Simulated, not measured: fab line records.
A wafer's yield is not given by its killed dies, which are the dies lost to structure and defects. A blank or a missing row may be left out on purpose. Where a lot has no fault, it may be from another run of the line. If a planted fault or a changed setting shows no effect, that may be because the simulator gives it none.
Problem report, 8D (eight disciplines) form, completed by code + flow berkeleyCmos170 + the parts of the form that need people (team, actions taken, sign-off) are left out

## 1. WHAT WENT WRONG
tiltDeg at UCB170_NSD_IMPLANT_08 reads a mean of 5.508 degrees on 6 wafers of 2 lots; wafers without a fault read 7.000 degrees with a standard deviation of 0.021. That puts it -71 standard deviations away from the usual mean.
First observed at day 10 03:31: wafer L804.3, on implanter-02. The record holds 42 wafers of 14 lots with a number at this step. By rule, "out" or "out of limits" means more than 4 standard deviations away from the usual mean. All remaining wafers that have a number are taken as sound.

## 2. WHAT IT IS AND WHAT IT IS NOT
| question                    | is                     | is not                                                                          |
|-----------------------------|------------------------|---------------------------------------------------------------------------------|
| which readings at this step | tiltDeg                | -                                                                               |
| which lots                  | L804, L808             | L790, L791, L792, L794, L795, L798, L800, L801, L803, L805, L806, L812          |
| which wafers of those lots  | all that have a number | -                                                                               |
| read on which tools         | implanter-02           | implanter-01, implanter-04                                                      |
| when                        | from day 10 03:31      | up to then (27 sound wafers); but 9 sound wafers of L801, L806, L812 came after |

## 3. SUSPECTS, AND WHAT RULES EACH OUT
Counting: a tool at a process step up to the reading stays a suspect if it ran every lot that is out and no sound lot after the first of them.
- plasmaAsher-04 at UCB170_NLDD_STRIP_10 (strips in O2): kept. It ran every lot that is out, first L804 (day 9 17:37), and no sound lot after that; its last sound lot up to then is L801 (day 9 17:19).
- implanter-02 at UCB170_NSD_IMPLANT_08: kept. It ran every lot that is out, first L804 (day 10 03:31), and no sound lot after that; its last sound lot up to then is L803 (day 9 23:31). On those wafers its own readings are out: tiltDeg.
The count leaves implanter-02 at UCB170_NSD_IMPLANT_08 and plasmaAsher-04 at UCB170_NLDD_STRIP_10.

## 4. THE CAUSE (what the simulator had put in)
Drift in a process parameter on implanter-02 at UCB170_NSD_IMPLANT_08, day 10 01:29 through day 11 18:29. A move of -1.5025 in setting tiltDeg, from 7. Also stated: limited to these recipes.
This tool is one of the 2 suspects left after counting.

## 5. SEQUENCE OF EFFECTS, ordered by route
Rows list readings where the struck wafers' mean (over those with a number) sits beyond 3 standard deviations from the usual. Only readings for which the record gives a usual standard deviation are gone through. hours: the time from each lot's start at the first step in this table that gives one to its start at this step, as a median over the lots. sigmas: the change in usual standard deviations.
| hours | step                  | reading | usual         | on struck wafers | change | sigmas |
|-------|-----------------------|---------|---------------|------------------|--------|--------|
| 0     | UCB170_NSD_IMPLANT_08 | tiltDeg | 7.000 degrees | 5.508            | -1.492 | -71    |
It contains these process steps:
- UCB170_NSD_IMPLANT_08
Readings that are blank on the struck wafers while sound wafers have them: NSD_RS at UCB170_SDANNEAL_RS_MEAS_03.

## 6. WHAT WOULD HAVE CAUGHT IT SOONER
In this record the first reading out of limits was taken at day 10 03:31, 2 hours after the fault began at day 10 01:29.
